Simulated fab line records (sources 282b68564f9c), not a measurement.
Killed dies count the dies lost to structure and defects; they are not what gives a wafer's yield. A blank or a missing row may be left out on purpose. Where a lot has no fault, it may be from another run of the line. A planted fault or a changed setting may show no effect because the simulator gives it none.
Problem report in the 8D (eight disciplines) form, filled by code || flow rit cmos || the parts of the form that need people (team, actions taken, sign-off) are left out

1. WHAT IS WRONG
Wafers without a fault read 59.0 s, standard deviation 2.7; run length s at RIT_SDANNEAL_CLEAN_01 reads a mean of 178.9 s on 6 wafers belonging to 2 lots. Measured from the usual mean, that is +44 standard deviations.
The step: cleans in dHF, time 30 s.
The first sign was on wafer L465.1 at day 5 15:22, on wet bench-03. The record holds 42 wafers of 14 lots with a number at this step. Rule for "out", or "out of limits": more than 4 standard deviations from the usual mean. Any other wafer with a number is counted as sound.

2. WHAT IT IS AND WHAT IT IS NOT
{"question": "which readings at this step", "is": "run length s", "is not": "-"}
{"question": "which lots", "is": "L465, L468", "is not": "L454, L455, L456, L457, L458, L460, L462, L466, L469, L471, L476, L477"}
{"question": "which wafers of those lots", "is": "all that have a number", "is not": "-"}
{"question": "read on which tools", "is": "wet bench-03", "is not": "wet bench-02, wet bench-04"}
{"question": "when", "is": "from day 5 15:22", "is not": "up to then (21 sound wafers); but 15 sound wafers of L466, L469, L471, L476, L477 came after"}

3. THE SUSPECTS, EACH WITH WHAT RULES IT OUT
Counting: any tool at a process step up to the reading is kept as a suspect provided that every lot that is out went through it and no sound lot did after the first of them.
- wet bench-03 at RIT_SDANNEAL_CLEAN_01 (cleans in dHF, time 30 s): kept. All lots that are out passed through it, beginning with L465 at day 5 15:22, and no sound lot followed; its final sound lot before that point was L455 at day 3 15:01. On those wafers its own readings are out: run length s.
Left after counting: wet bench-03 at RIT_SDANNEAL_CLEAN_01.

4. THE CAUSE (what the simulator had put in)
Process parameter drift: wet bench-03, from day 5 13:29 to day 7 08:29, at RIT_SDANNEAL_CLEAN_01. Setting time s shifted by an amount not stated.
The count eliminated every tool but this one.

5. THE CHAIN OF EFFECTS, in route order
Each row: a reading where the mean over the struck wafers with a number is more than 3 standard deviations away from the usual. Only readings whose record carries a usual standard deviation are examined. hours: median over the lots of the time between each lot's start at the first step of this table that gives one and its start at this step. sigmas: the change, counted in usual standard deviations.
{"hours": 0, "step": "RIT_SDANNEAL_CLEAN_01", "reading": "run length s", "usual": "59.0 s", "on struck wafers": 178.9, "change": "+119.9", "sigmas": "+44"}
Its process steps:
- RIT_SDANNEAL_CLEAN_01: cleans in dHF, time 30 s.

6. WHAT WOULD HAVE CAUGHT IT SOONER
The fault began at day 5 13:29; the first out-of-limits reading in this record came at day 5 15:22, 2 hours later.
